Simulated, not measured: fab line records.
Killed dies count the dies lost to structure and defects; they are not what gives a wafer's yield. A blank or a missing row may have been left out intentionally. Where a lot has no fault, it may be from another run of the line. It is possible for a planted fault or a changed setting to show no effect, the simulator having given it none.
Problem report in the 8D (eight disciplines) form, filled by code	flow berkeley cmos170	the parts of the form that need people (team, actions taken, sign-off) are left out

== 1. PROBLEM STATEMENT ==
Wafers free of any fault read 6.61 nm (standard deviation 0.11) for GATE_OXIDE_THK at UCB170_GATE_THK_MEAS_02, against a mean of 4.83 nm on 9 wafers of 3 lots. That is -16 standard deviations from the usual mean.
Earliest sighting: wafer L729.2 on film metro-02 at day 9 22:43. The record has a number at this step for 45 wafers belonging to 15 lots. The rule behind "out" and "out of limits": a value lying over 4 standard deviations away from the usual mean. The other wafers with a number count as sound.

== 2. WHAT IT IS AND WHAT IT IS NOT ==
question	is	is not
which readings at this step	GATE_OXIDE_THK	-
which lots	L729, L730, L732	L716, L717, L718, L719, L720, L721, L722, L723, L725, L726, L727, L728
which wafers of those lots	all that have a number	-
read on which gauges	film metro-01, film metro-02	film metro-03
when	from day 9 22:43	up to then (36 sound wafers)

== 3. THE SUSPECTS, EACH WITH WHAT RULES IT OUT ==
Counting: a tool at any process step up to the reading remains a suspect when it ran all the lots that are out and ran no sound lot after the first of those.
- the gauge at UCB170_GATE_THK_MEAS_02 is ruled out. 2 gauges (film metro-01, film metro-02) read the wafers that are out.
- furnace-02 at UCB170_GATE_OXIDATION_01 (target thk 6.6 nm, ox time 1800 s): kept. All lots that are out passed through it, beginning with L729 at day 9 21:13, and no sound lot followed; its final sound lot before that point was L727 at day 9 08:05. Its own readings are out on those wafers: spike tc centre C, spike tc load C, spike tc source C, tube center temp C, tube_center_temp_C_max.
After counting, what remains is furnace-02 at UCB170_GATE_OXIDATION_01.

== 4. THE CAUSE (what the simulator had put in) ==
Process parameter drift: furnace-02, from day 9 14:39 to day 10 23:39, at UCB170_GATE_OXIDATION_01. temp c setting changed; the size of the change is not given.
This tool alone remained once counting was done.

== 5. SEQUENCE OF EFFECTS, ordered by route ==
Each row: a reading whose mean over the struck wafers that have a number lies more than 3 standard deviations from the usual. Scope: only readings with a usual standard deviation given in the record; hours: median across lots of the time from each lot's start at the first step in this table that gives one to its start at this step; sigmas: change in usual standard deviations.
hours	step	reading	usual	on struck wafers	change	sigmas
0	UCB170_GATE_OXIDATION_01	spike tc centre C	852.4 C	827.8	-24.6	-25
0	UCB170_GATE_OXIDATION_01	spike tc load C	874.9 C	848.7	-26.2	-15
0	UCB170_GATE_OXIDATION_01	spike tc source C	872.8 C	845.5	-27.3	-9.7
0	UCB170_GATE_OXIDATION_01	tube center temp C	850.01 C	825.03	-24.98	-99 or more
0	UCB170_GATE_OXIDATION_01	tube_center_temp_C_max	852.2	827.4	-24.8	-73
2	UCB170_GATE_THK_MEAS_02	GATE_OXIDE_THK	6.61 nm	4.83	-1.78	-16
Process steps it contains:
- UCB170_GATE_OXIDATION_01: target thk 6.6 nm, ox time 1800 s.
At these later measuring or inspecting steps, every struck wafer for which the step has a row has a number for every such reading, and none has moved that far: UCB170_GATE_CD_MEAS_90, UCB170_SILICIDE_THK_MEAS_03.

== 6. HOW IT WOULD HAVE BEEN CAUGHT EARLIER ==
The first out-of-limits reading at a measuring or inspecting step in this record came at day 9 22:43, 8 hours after the fault's start at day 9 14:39.
The tool's own readings at UCB170_GATE_OXIDATION_01 were out on every struck wafer that the step has a row for (spike tc centre C, spike tc load C, spike tc source C, tube center temp C, tube_center_temp_C_max): an alarm limit on them would have fired on the first of those.
Each of the lots that are out, 3 in all, had begun UCB170_GATE_OXIDATION_01 on furnace-02 no later than day 9 22:43. None of them would have been spared by holding the tool at that moment.
